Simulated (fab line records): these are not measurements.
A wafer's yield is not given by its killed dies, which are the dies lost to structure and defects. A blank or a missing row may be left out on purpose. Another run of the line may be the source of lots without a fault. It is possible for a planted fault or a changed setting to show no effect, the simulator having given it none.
fab line records    flow ritCmos    part 2 of 2: steps 36 to 52 of 52
record lots=5  wafers=15  lastDay=7
route steps=202 shown REOX@99 NLDD@103 PLDD@114 SPACER@125 NSD@131 PSD@142
lots with no fault: from the same line, run without faults
startH: hours from the record's first day to the start of the lot's first wafer shown    waitH: how many hours have passed since the lot's step before this one    " as in the row above    L1.1+2: one row covering several wafers at once    - no value, or no start was given    * or withheld: withheld    < > ~ a bound
route shown NAME@n: NAME is a module with steps in the file, n the number in the route of the first one    usual: average and standard deviation across the fault-free wafers    same: alike in all rows    chamber/n: place in a boat    sites: the reading at each site    _std_site: the values' standard deviation    _edge_site: outer sites' mean less inner sites'    radiusMm: for every site, how far away it sits from the centre of the wafer    mask NAME#n: copy n    behind: the tool/chamber that last shaped the wafer    hold: reason for holding the lot/hours on hold/outcome of the hold    device: transistor that didn't switch, given as n, p or np    end of line: tests run on the same wafers once the route is complete    a step with no rows: only its recipe    killed: not the wafer's yield, but the dies lost to structure and defects at the first sort    map: shows each die of a wafer: x if killed, . if not, _ if none is there
set.NAME: the setting as run; set.NAME@STEP: as run at that earlier step    model.NAME: the simulator's own value behind a step, which no gauge read
lots at some steps of the route; a table a step, a row a wafer
services: the hour from which a tool's chamber was out of use, counted from the record's first day as startH (under 0 if before that day), plus the number of hours and why
## steps
# step RIT_NSD_EXPOSE_03
# recipe maskId=M9  na=0.57  targetCdNm=40700  doseMj=250
lot.wafer   tool             chamber  startH  waitH  mask
L074.1+3+5  ilineStepper-02  0        47.83   0.1    M9#0
L082.3+4+5  ilineStepper-02  0        87.90   0.2    M9#0
L089.1+5+6  ilineStepper-01  0        122.23  0.2    M9#0
L094.2+4+5  ilineStepper-01  0        145.67  0.1    M9#0
L097.4+5+6  ilineStepper-02  0        162.13  0.2    M9#0
# step RIT_NSD_PEB_04
# recipe resist=NOVOLAK  tempC=withheld  timeS=withheld
lot.wafer   tool           chamber  startH  waitH
L074.1+3+5  lithoTrack-02  0        47.95   0.1
L082.3+4+5  lithoTrack-01  0        88.03   0.1
L089.1+5+6  lithoTrack-01  0        122.35  0.1
L094.2+4+5  lithoTrack-02  0        145.79  0.1
L097.4+5+6  lithoTrack-01  0        162.29  0.1
# step RIT_NSD_DEVELOP_05
# recipe resist=NOVOLAK  developTimeS=50  devTempC=23
lot.wafer   tool           chamber  startH  waitH
L074.1+3+5  lithoTrack-02  0        -       -
L082.3+4+5  lithoTrack-01  0        -       -
L089.1+5+6  lithoTrack-01  0        -       -
L094.2+4+5  lithoTrack-02  0        -       -
L097.4+5+6  lithoTrack-01  0        -       -
# step RIT_NSD_OVL_MEAS_06
# usual NSD_OVL=0.3/1.5
lot.wafer  tool        chamber  startH  waitH  NSD_OVL[nm]
L074.1     overlay-02  -        48.23   -      -0.2
L074.3     "           -        "       "      0.0
L074.5     "           -        "       "      1.0
L082.3     overlay-02  -        88.27   -      0.3
L082.4     "           -        "       "      0.5
L082.5     "           -        "       "      -1.9
L089.1     overlay-01  -        122.63  -      0.6
L089.5     "           -        "       "      2.5
L089.6     "           -        "       "      0.5
L094.2     overlay-01  -        146.05  -      2.3
L094.4     "           -        "       "      1.1
L094.5     "           -        "       "      0.5
L097.4     overlay-01  -        162.52  -      0.5
L097.5     "           -        "       "      0.6
L097.6     "           -        "       "      -0.3
# step RIT_NSD_HARDBAKE_07
# recipe resist=NOVOLAK  tempC=140  timeS=60
lot.wafer   tool           chamber  startH  waitH
L074.1+3+5  lithoTrack-01  0        48.27   0.0
L082.3+4+5  lithoTrack-03  0        88.35   0.1
L089.1+5+6  lithoTrack-01  0        122.67  0.0
L094.2+4+5  lithoTrack-03  0        146.11  0.0
L097.4+5+6  lithoTrack-01  0        162.61  0.1
# step RIT_NSD_IMPLANT_08
# recipe species=P  energyKev=25  doseCm2=1e+15  tiltDeg=7
# same implantIonAmu=31
lot.wafer   tool          chamber  startH  waitH
L074.1+3+5  implanter-02  0        48.42   0.1
L082.3+4+5  implanter-02  0        88.50   0.1
L089.1+5+6  implanter-04  0        122.82  0.1
L094.2+4+5  implanter-02  0        146.26  0.1
L097.4+5+6  implanter-04  0        162.76  0.1
# step RIT_NSD_STRIP_09
# recipe chemistry=O2  timeS=180  resist=NOVOLAK  platenTempC=withheld  powerW=500  pressureMtorr=4000  o2FlowSccm=4000
# usual drypumpMotorCurrentA=5.4/0.47
lot.wafer  tool            chamber  startH  waitH  drypumpMotorCurrentA  rfHoursCounterH
L074.1     plasmaAsher-01  0        48.57   0.1    5.1                   40
L074.3     "               1        "       "      6.0                   -
L074.5     "               1        "       "      6.1                   -
L082.3     plasmaAsher-04  1        88.66   0.1    5.2                   -
L082.4     "               0        "       "      4.9                   -
L082.5     "               1        "       "      5.3                   -
L089.1     plasmaAsher-01  1        122.97  0.1    6.0                   48
L089.5     "               0        "       "      5.1                   -
L089.6     "               1        "       "      6.0                   -
L094.2     plasmaAsher-01  0        146.38  0.1    5.1                   51
L094.4     "               0        "       "      5.1                   -
L094.5     "               0        "       "      5.1                   -
L097.4     plasmaAsher-01  1        162.90  0.1    6.1                   -
L097.5     "               1        "       "      6.1                   -
L097.6     "               0        "       "      5.1                   -
# step RIT_NSD_TW_MEAS_10
# usual NSD_TW=3173/28
lot.wafer  tool          chamber  startH  waitH  NSD_TW
L074.1     filmMetro-03  -        48.74   0.1    3210
L074.3     "             -        "       "      3210
L074.5     "             -        "       "      3191
L082.3     filmMetro-03  -        88.79   0.1    3199
L082.4     "             -        "       "      3191
L082.5     "             -        "       "      3189
L089.1     filmMetro-04  -        123.14  0.1    3179
L089.5     "             -        "       "      3180
L089.6     "             -        "       "      3165
L094.2     filmMetro-02  -        146.57  0.1    3135
L094.4     "             -        "       "      3146
L094.5     "             -        "       "      3123
L097.4     filmMetro-03  -        163.04  0.1    3198
L097.5     "             -        "       "      3202
L097.6     "             -        "       "      3196
# step RIT_PSD_HMDS_00
# recipe primeTimeS=60  primeTempC=140
lot.wafer   tool           chamber  startH  waitH
L074.1+3+5  lithoTrack-02  0        48.80   0.1
L082.3+4+5  lithoTrack-04  0        88.88   0.1
L089.1+5+6  lithoTrack-03  0        123.20  0.1
L094.2+4+5  lithoTrack-04  0        146.64  0.1
L097.4+5+6  lithoTrack-03  0        163.15  0.1
# step RIT_PSD_COAT_01
# recipe resist=NOVOLAK  spinRpm=3250  resistThkNm=1000
lot.wafer   tool           chamber  startH  waitH
L074.1+3+5  lithoTrack-02  0        48.95   0.1
L082.3+4+5  lithoTrack-04  0        89.03   0.1
L089.1+5+6  lithoTrack-03  0        123.35  0.1
L094.2+4+5  lithoTrack-04  0        146.79  0.1
L097.4+5+6  lithoTrack-03  0        163.30  0.1
# step RIT_PSD_SOFTBAKE_02
# recipe resist=NOVOLAK  tempC=90  timeS=60
lot.wafer   tool           chamber  startH  waitH
L074.1+3+5  lithoTrack-02  0        49.10   0.1
L082.3+4+5  lithoTrack-04  0        89.18   0.1
L089.1+5+6  lithoTrack-03  0        123.50  0.1
L094.2+4+5  lithoTrack-04  0        146.94  0.1
L097.4+5+6  lithoTrack-03  0        163.45  0.1
# step RIT_PSD_EXPOSE_03
# recipe maskId=M10  na=0.57  targetCdNm=40900  doseMj=250
lot.wafer   tool             chamber  startH  waitH  mask
L074.1+3+5  ilineStepper-01  0        49.38   0.2    M10#0
L082.3+4+5  ilineStepper-02  0        89.45   0.2    M10#0
L089.1+5+6  ilineStepper-01  0        123.78  0.2    M10#0
L094.2+4+5  ilineStepper-01  0        147.21  0.2    M10#0
L097.4+5+6  ilineStepper-01  0        163.71  0.2    M10#0
# step RIT_PSD_PEB_04
# recipe resist=NOVOLAK  tempC=withheld  timeS=withheld
lot.wafer   tool           chamber  startH  waitH
L074.1+3+5  lithoTrack-02  0        49.49   0.1
L082.3+4+5  lithoTrack-03  0        89.57   0.1
L089.1+5+6  lithoTrack-03  0        123.89  0.1
L094.2+4+5  lithoTrack-03  0        147.33  0.1
L097.4+5+6  lithoTrack-04  0        163.84  0.1
# step RIT_PSD_DEVELOP_05
# recipe resist=NOVOLAK  developTimeS=50  devTempC=23
lot.wafer   tool           chamber  startH  waitH
L074.1+3+5  lithoTrack-02  0        -       -
L082.3+4+5  lithoTrack-03  0        -       -
L089.1+5+6  lithoTrack-03  0        -       -
L094.2+4+5  lithoTrack-03  0        -       -
L097.4+5+6  lithoTrack-04  0        -       -
# step RIT_PSD_OVL_MEAS_06
# usual PSD_OVL=-0.9/1.3
lot.wafer  tool        chamber  startH  waitH  PSD_OVL[nm]
L074.1     overlay-02  -        49.78   -      -0.7
L074.3     "           -        "       "      -2.1
L074.5     "           -        "       "      -1.5
L082.3     overlay-02  -        89.82   -      -1.1
L082.4     "           -        "       "      -1.6
L082.5     "           -        "       "      -0.6
L089.1     overlay-02  -        124.18  -      -0.7
L089.5     "           -        "       "      -1.0
L089.6     "           -        "       "      0.2
L094.2     overlay-01  -        147.60  -      -0.9
L094.4     "           -        "       "      1.2
L094.5     "           -        "       "      -0.5
L097.4     overlay-02  -        164.07  -      -1.0
L097.5     "           -        "       "      -1.9
L097.6     "           -        "       "      -2.0
# step RIT_PSD_HARDBAKE_07
# recipe resist=NOVOLAK  tempC=140  timeS=60
lot.wafer   tool           chamber  startH  waitH
L074.1+3+5  lithoTrack-04  0        49.81   0.0
L082.3+4+5  lithoTrack-02  0        89.89   0.1
L089.1+5+6  lithoTrack-02  0        124.21  0.0
L094.2+4+5  lithoTrack-02  0        147.65  0.0
L097.4+5+6  lithoTrack-03  0        164.16  0.1
# step RIT_PSD_IMPLANT_08
# recipe species=BF2  energyKev=27  doseCm2=5e+15  tiltDeg=7
# same implantIonAmu=49
lot.wafer   tool          chamber  startH  waitH
L074.1+3+5  implanter-04  0        49.96   0.1
L082.3+4+5  implanter-02  0        90.04   0.1
L089.1+5+6  implanter-04  0        124.36  0.1
L094.2+4+5  implanter-04  0        147.80  0.1
L097.4+5+6  implanter-01  0        164.31  0.1
## services
tool             chamber  startH  hours  kind
implanter-03     -        19.57   8.0    pm
plasmaAsher-01   -        22.10   1.8    repair
implanter-01     -        46.82   3.3    repair
implanter-04     -        61.84   4.6    repair
implanter-04     -        62.46   3.3    repair
implanter-01     -        63.66   3.1    pm
furnace-04       -        72.60   4.2    pm
plasmaAsher-03   -        74.96   24.9   pm
plasmaAsher-01   -        85.33   2.8    pm
wetBench-04      -        89.14   0.6    repair
ilineStepper-02  -        97.56   2.5    repair
rieDiel-02       1        102.31  16.7   repair
rieDiel-02       0        102.37  5.3    repair
plasmaAsher-04   -        108.75  9.0    pm
implanter-02     -        108.95  2.0    repair
implanter-03     -        112.80  3.0    repair
ilineStepper-01  -        119.86  1.7    pm
implanter-03     -        128.96  4.0    pm
implanter-04     -        132.03  0.7    repair
plasmaAsher-03   -        142.42  14.6   pm
implanter-01     -        148.98  3.0    repair
rieDiel-01       3        155.21  17.6   repair
rieDiel-02       1        155.31  8.9    repair
rieDiel-01       1        156.87  3.2    repair
